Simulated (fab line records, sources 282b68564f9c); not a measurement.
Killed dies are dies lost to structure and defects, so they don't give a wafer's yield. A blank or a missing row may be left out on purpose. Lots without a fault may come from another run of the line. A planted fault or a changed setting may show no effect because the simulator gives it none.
Which tool did it? | flow rit_cmos | 14 lots, 42 wafers sampled, at 4 steps of a route of 202

WHAT THE GAUGES READ, wafer by wafer
RIT_WELLDRIVE_RS_MEAS_02: measures by four-point-probe. Usual: PWELL_RS 429.9 ohm/sq, standard deviation 1.3.
lot  | measured    | on            | PWELL_RS (ohm/sq) | flag
L350 | day 2 08:48 | film_metro-02 | 431.8 429.8 430.8 |
L351 | day 2 15:56 | film_metro-04 | 430.5 429.1 431.8 |
L352 | day 2 21:13 | film_metro-02 | 431.5 431.5 431.6 |
L353 | day 3 01:32 | film_metro-04 | 428.6 426.2 428.2 |
L354 | day 3 05:32 | film_metro-04 | 430.8 429.8 430.4 |
L355 | day 3 09:50 | film_metro-04 | 430.1 430.0 429.7 |
L356 | day 3 15:53 | film_metro-02 | 430.8 431.2 431.2 |
L358 | day 4 02:02 | film_metro-03 | 427.5 428.6 428.7 |
L359 | day 4 06:00 | film_metro-03 | 429.5 431.2 431.2 |
L362 | day 5 00:09 | film_metro-02 | 430.3 430.6 431.1 |
L363 | day 5 04:47 | film_metro-04 | 431.0 429.6 431.8 |
L364 | day 5 07:36 | film_metro-03 | 426.2 427.2 426.4 |
L371 | day 6 17:45 | film_metro-02 | 430.0 429.5 429.2 |
L372 | day 7 00:13 | film_metro-02 | 430.3 430.7 429.3 |

RIT_SDANNEAL_RS_MEAS_06: measures by four-point-probe. Usual: PLDD_RS 178.6 ohm/sq, standard deviation 0.55.
lot  | measured    | on            | PLDD_RS (ohm/sq)  | flag
L350 | day 3 07:46 | film_metro-04 | 178.2 178.9 177.9 |
L351 | day 3 13:07 | film_metro-04 | 178.2 178.3 178.2 |
L352 | day 3 17:54 | film_metro-02 | 179.6 179.1 179.4 |
L353 | day 3 22:27 | film_metro-04 | 177.7 178.6 177.7 |
L354 | day 4 02:54 | film_metro-02 | 179.5 179.1 179.1 |
L355 | day 4 07:34 | film_metro-02 | 179.3 179.7 179.3 |
L356 | day 4 14:13 | film_metro-01 | 178.2 177.8 178.5 |
L358 | day 5 03:51 | film_metro-01 | 178.5 178.0 178.2 |
L359 | day 5 04:22 | film_metro-04 | 177.7 178.3 178.4 |
L362 | day 6 02:32 | film_metro-01 | 178.4 178.4 178.3 |
L363 | day 6 01:55 | film_metro-01 | 177.6 177.9 178.2 |
L364 | day 6 05:31 | film_metro-01 | 178.0 178.5 178.5 |
L371 | day 7 15:28 | film_metro-04 | 179.1 179.1 179.0 |
L372 | day 7 21:17 | film_metro-04 | 179.2 178.8 179.1 |

WHICH TOOL RAN EACH LOT (tool, then ch and the chambers of the sampled wafers, then the start)
lot  | RIT_PRETRO_PEB_04                | RIT_PRETRO_STRIP_09
L350 | litho_track-01 ch 0, day 2 11:02 | plasma_asher-04 ch 0,1, day 2 11:47
L351 | litho_track-02 ch 0, day 2 18:13 | plasma_asher-02 ch 0,1, day 2 18:58
L352 | litho_track-01 ch 0, day 2 23:28 | plasma_asher-01 ch 0,1, day 3 00:12
L353 | litho_track-01 ch 0, day 3 03:55 | plasma_asher-01 ch 0,1, day 3 04:38
L354 | litho_track-02 ch 0, day 3 08:07 | plasma_asher-02 ch 0,1, day 3 08:52
L355 | litho_track-01 ch 0, day 3 12:12 | plasma_asher-04 ch 0,1, day 3 12:56
L356 | litho_track-04 ch 0, day 3 18:16 | plasma_asher-01 ch 0,1, day 3 18:59
L358 | litho_track-02 ch 0, day 4 04:23 | plasma_asher-01 ch 0,1, day 4 05:11
L359 | litho_track-04 ch 0, day 4 08:14 | plasma_asher-04 ch 0,1, day 4 08:59
L362 | litho_track-04 ch 0, day 5 02:31 | plasma_asher-04 ch 0,1, day 5 03:14
L363 | litho_track-04 ch 0, day 5 07:10 | plasma_asher-01 ch 0,1, day 5 07:54
L364 | litho_track-02 ch 0, day 5 10:15 | plasma_asher-01 ch 0,1, day 5 11:00
L371 | litho_track-02, day 6 20:15      | plasma_asher-02 ch 0,1, day 6 21:00
L372 | litho_track-01, day 7 02:35      | plasma_asher-01 ch 0,1, day 7 03:19
- RIT_PRETRO_PEB_04
- RIT_PRETRO_STRIP_09: strips in O2, time 180 s.

WHAT THE TOOLS THEMSELVES READ (means of the sampled wafers that have a number; where no wafer has one, the mark that the record gives instead)
RIT_PRETRO_PEB_04. Usual: exhaust_pa 45.1 Pa, standard deviation 0.89.
lot  | tool           | exhaust_pa (Pa) | flag
L350 | litho_track-01 | 46.3            |
L351 | litho_track-02 | 44.0            |
L352 | litho_track-01 | 45.0            |
L353 | litho_track-01 | 44.5            |
L354 | litho_track-02 | 45.1            |
L355 | litho_track-01 | 45.6            |
L356 | litho_track-04 | 44.8            |
L358 | litho_track-02 | 45.0            |
L359 | litho_track-04 | 43.9            |
L362 | litho_track-04 | 43.9            |
L363 | litho_track-04 | 45.2            |
L364 | litho_track-02 | 44.5            |
L371 | litho_track-02 | -               | OFF
L372 | litho_track-01 | -               | OFF

RIT_PRETRO_STRIP_09. Usual: chamber_pressure_mTorr 4000 mTorr, standard deviation 3.7; drypump_motor_current_A 5.4 A, standard deviation 0.34; o2_flow_sccm 4000 sccm, standard deviation 12.
lot  | tool            | chamber_pressure_mTorr (mTorr) | drypump_motor_current_A (A) | o2_flow_sccm (sccm) | flag
L350 | plasma_asher-04 | 4000                           | 5.5                         | 4007                |
L351 | plasma_asher-02 | 4001                           | 5.4                         | 3978                |
L352 | plasma_asher-01 | 4002                           | 5.4                         | 3997                |
L353 | plasma_asher-01 | 4000                           | 5.4                         | 4006                |
L354 | plasma_asher-02 | 4002                           | 5.4                         | 4002                |
L355 | plasma_asher-04 | 4001                           | 5.7                         | 4008                |
L356 | plasma_asher-01 | 4000                           | 5.4                         | 4004                |
L358 | plasma_asher-01 | 3998                           | 5.4                         | 3996                |
L359 | plasma_asher-04 | 3998                           | 5.7                         | 4013                |
L362 | plasma_asher-04 | 4001                           | 5.7                         | 4001                |
L363 | plasma_asher-01 | 4001                           | 5.4                         | 4013                |
L364 | plasma_asher-01 | 4000                           | 5.4                         | 4005                |
L371 | plasma_asher-02 | 4000                           | 5.0                         | 3988                |
L372 | plasma_asher-01 | 4001                           | 5.4                         | 3997                |

THE ANSWER, worked out from the rows above alone
Rule: a lot is off if the mean of its wafers that have a number lies more than 3 standard deviations from the usual mean. A lot without any number at a reading at which 4 lots or more have one is off too. The other lots that the step has rows for count as sound. The gauges are gone through in route order, then the tools' own readings, and for those a lot's mean is taken as printed above. The first step at which some lot is off is used, and at that step the reading that is off furthest; a lot without a number counts as furthest.
Off: L371, L372, at RIT_PRETRO_PEB_04 (exhaust_pa). Without a number there: L371, L372.
A tool fits if, at that step or a process step before it, it ran every lot that is off, and no sound lot after the first of them. None of those tried fits.

WHAT THE SIMULATOR HAD PUT IN
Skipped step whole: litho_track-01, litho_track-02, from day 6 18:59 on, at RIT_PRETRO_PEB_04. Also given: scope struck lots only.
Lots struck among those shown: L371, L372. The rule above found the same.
